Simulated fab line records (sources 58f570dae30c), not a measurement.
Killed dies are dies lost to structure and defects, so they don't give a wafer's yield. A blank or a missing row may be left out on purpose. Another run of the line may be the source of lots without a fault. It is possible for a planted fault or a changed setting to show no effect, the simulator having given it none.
One fault through the eyes of 2 desks -- flow berkeley_cmos170 -- each desk holds nothing but its own numbers, with what lay behind them at the end

## TOOL OWNER'S DESK, furnace-03
The tool's own readings at UCB170_WELLDRIVE_OXIDATION_01 (target thk 199 nm, ox time 9000 s): means of the sampled wafers that have a number, for each lot that ran on this tool. If a lot's mean is further than 4 standard deviations from the usual mean, the lot is out of limits and carries the mark OUT (the distance appears in the brackets).
Columns: A = spike_tc_source_C at UCB170_WELLDRIVE_OXIDATION_01, usual 1125 C; B = zone_power_source_pct at UCB170_WELLDRIVE_OXIDATION_01, usual 38 %
lot,first seen here,A,B
L919,day 4 23:12,1119,42
L920,day 4 23:12,1118,42
L932,day 7 07:17,1119,42
This desk's finding: nothing out of limits on any of the 3 lots.

## THE METROLOGY DESK
What the gauges read, lot by lot, whatever tool the lot ran on: means of the sampled wafers that have a number. If a lot's mean is further than 4 standard deviations from the usual mean, the lot is out of limits and carries the mark OUT (the distance appears in the brackets).
Columns: A = START_OXIDE_THK at UCB170_START_THK_MEAS_03, usual 19.9 nm; B = WELLDRIVE_OXIDE_THK at UCB170_WELLDRIVE_THK_MEAS_02, usual 198.4 nm; C = SPACER_TEOS_THK at UCB170_SPACER_THK_MEAS_01, usual 374 nm; D = CONTACT_OVL at UCB170_CONTACT_OVL_MEAS_16, usual 3 nm
lot,first seen here,A,B,C,D
L912,day 1 14:40,20.4,196.9,373,1
L913,day 1 20:14,19.5,196.4,377,-3
L914,day 2 00:29,20.2,200.3,371,3
L915,day 2 05:27,20.1,198.2,371,11
L917,day 2 13:50,20.5,195.7,378,-2
L919,day 3 02:08,19.3,196.6,375,-2
L920,day 3 06:13,19.9,200.5,370,-2
L922,day 3 15:19,20.7,194.6,375,-3
L923,day 3 22:01,19.7,193.3,374,7
L924,day 4 03:20,20.0,195.8,372,1
L932,day 5 17:46,19.6,173.7 (-9.1) OUT,378,1
L934,day 6 02:34,19.6,198.3,374,3
L935,day 6 09:26,19.9,202.7,372,9
This desk reports L932 out of limits; the earliest was L932 at day 7 10:47 (WELLDRIVE_OXIDE_THK at UCB170_WELLDRIVE_THK_MEAS_02). Within limits: L912, L913, L914, L915, L917, L919, L920, L922, L923, L924, L934, L935.

## PUT TOGETHER
An alarm was possible from the metrology desk at day 7 10:47, on L932.
Nothing out of limits was seen by the tool owner's desk.
The tool owner's desk has L932 on record, within its limits.
UCB170_WELLDRIVE_OXIDATION_01 was run on furnace-03 by each of the lots named.

## WHAT THE SIMULATOR HAD PUT IN
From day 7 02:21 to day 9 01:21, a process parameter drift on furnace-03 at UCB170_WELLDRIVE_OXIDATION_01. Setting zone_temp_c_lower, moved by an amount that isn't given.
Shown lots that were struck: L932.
Per desk, hours elapsed from the start of the fault to the first reading out of limits: for the metrology desk, 8.
